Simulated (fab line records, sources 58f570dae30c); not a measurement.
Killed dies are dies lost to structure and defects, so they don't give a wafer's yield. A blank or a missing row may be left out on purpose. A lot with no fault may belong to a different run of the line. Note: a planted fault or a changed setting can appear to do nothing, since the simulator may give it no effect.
Tool commonality check | flow berkeley cmos170 | 14 lots, 42 wafers sampled

== REASON FOR OPENING ==
2 of 14 lots carry a flag on the reading V1_TEOS_THK at UCB170_V1_THK_MEAS_01. No-fault wafers: 1992 nm, standard deviation 26.
Rule: a lot is flagged in two cases, either no wafer of it has a number, or all its wafers with numbers fall more than 4 standard deviations from that mean. The other lots count as sound.

lot  | measured     | on            | V1_TEOS_THK (nm), wafer by wafer | flag
L453 | day 7 22:25  | film metro-04 | 1969 2019 2018                   |
L451 | day 7 23:45  | film metro-04 | 1997 2014 2023                   |
L452 | day 8 03:58  | film metro-02 | 1996 1966 1978                   |
L454 | day 8 09:32  | film metro-01 | 1981 1955 2008                   |
L456 | day 8 23:34  | film metro-04 | 1963 1943 1954                   |
L455 | day 9 00:55  | film metro-01 | 1985 2009 2003                   |
L459 | day 9 13:42  | film metro-01 | 1999 2041 2012                   |
L460 | day 9 16:22  | film metro-04 | 1978 2017 2011                   |
L464 | day 10 23:44 | film metro-04 | 2026 2027 1983                   |
L463 | day 11 01:04 | film metro-02 | 1995 2013 2038                   |
L462 | day 11 01:05 | film metro-04 | 2002 2013 2010                   |
L466 | day 11 16:27 | film metro-02 | 1964 1955 1981                   |
L465 | day 11 18:14 | film metro-02 | 3924 3990 4040                   | FLAGGED
L467 | day 12 02:30 | film metro-04 | 3962 4005 4060                   | FLAGGED
Average over the flagged lots: 3997 nm; offset from the usual +2005 nm, equal to +77 standard deviations.

== EACH LOT AND THE TOOL IT RAN ON ==
2 process steps preceding the reading are held in the record, out of 331 steps in the route. Every cell lists first the tool, next ch and the chambers used by the sampled wafers, and last the start.
lot  | flag    | UCB170_SILICIDE_SPUTTER_01   | UCB170_V1_CVD_00
L453 |         | pvd sputter-03, day 7 13:07  | pecvd-02 ch 0,1, day 7 22:16
L451 |         | pvd sputter-04, day 7 13:17  | pecvd-04 ch 0,2, day 7 23:35
L452 |         | pvd sputter-03, day 7 13:38  | pecvd-04 ch 0,1,2, day 8 03:52
L454 |         | pvd sputter-04, day 8 00:47  | pecvd-02 ch 1,2, day 8 09:23
L456 |         | pvd sputter-02, day 8 15:32  | pecvd-02 ch 0,1,2, day 8 23:24
L455 |         | pvd sputter-04, day 8 15:44  | pecvd-04 ch 0,2, day 9 00:44
L459 |         | pvd sputter-02, day 9 05:31  | pecvd-02 ch 1,2, day 9 13:32
L460 |         | pvd sputter-02, day 9 06:00  | pecvd-03 ch 0,2, day 9 16:12
L464 |         | pvd sputter-04, day 10 13:20 | pecvd-02 ch 1,2, day 10 23:34
L463 |         | pvd sputter-02, day 10 13:59 | pecvd-03 ch 0,1, day 11 00:54
L462 |         | pvd sputter-02, day 10 13:30 | pecvd-04 ch 0,1,2, day 11 00:59
L466 |         | pvd sputter-02, day 11 06:40 | pecvd-04 ch 0,1, day 11 16:18
L465 | FLAGGED | pvd sputter-03, day 11 06:43 | pecvd-03 ch 0,1,2, day 11 17:38
L467 | FLAGGED | pvd sputter-04, day 11 16:19 | pecvd-02 ch 0,1, day 12 02:01
What the steps here do:
- UCB170_SILICIDE_SPUTTER_01: material Ti, target thk 30 nm, time 25 s.
- UCB170_V1_CVD_00: deposits SiO2 from TEOS/O2, target thk 2000 nm, time 250 s.
- UCB170_V1_THK_MEAS_01

== FLAGGED OVER TOTAL, TOOL BY TOOL (the gauges that took the reading come last) ==
step                       | tool           | lots run | flagged | share of the flagged lots | sound lots run after its first flagged lot
UCB170_SILICIDE_SPUTTER_01 | pvd sputter-02 | 6        | 0       | none                      | -
UCB170_SILICIDE_SPUTTER_01 | pvd sputter-03 | 3        | 1       | some                      | 0
UCB170_SILICIDE_SPUTTER_01 | pvd sputter-04 | 5        | 1       | some                      | 0
UCB170_V1_CVD_00           | pecvd-02       | 6        | 1       | some                      | 0
UCB170_V1_CVD_00           | pecvd-03       | 3        | 1       | some                      | 0
UCB170_V1_CVD_00           | pecvd-04       | 5        | 0       | none                      | -
UCB170_V1_THK_MEAS_01      | film metro-01  | 3        | 0       | none                      | -
UCB170_V1_THK_MEAS_01      | film metro-02  | 4        | 1       | some                      | 0
UCB170_V1_THK_MEAS_01      | film metro-04  | 7        | 1       | some                      | 0

== WHAT THE TABLE ALLOWS ==
No row of the table ran every flagged lot.

== WHAT THE SIMULATOR HAD PUT IN ==
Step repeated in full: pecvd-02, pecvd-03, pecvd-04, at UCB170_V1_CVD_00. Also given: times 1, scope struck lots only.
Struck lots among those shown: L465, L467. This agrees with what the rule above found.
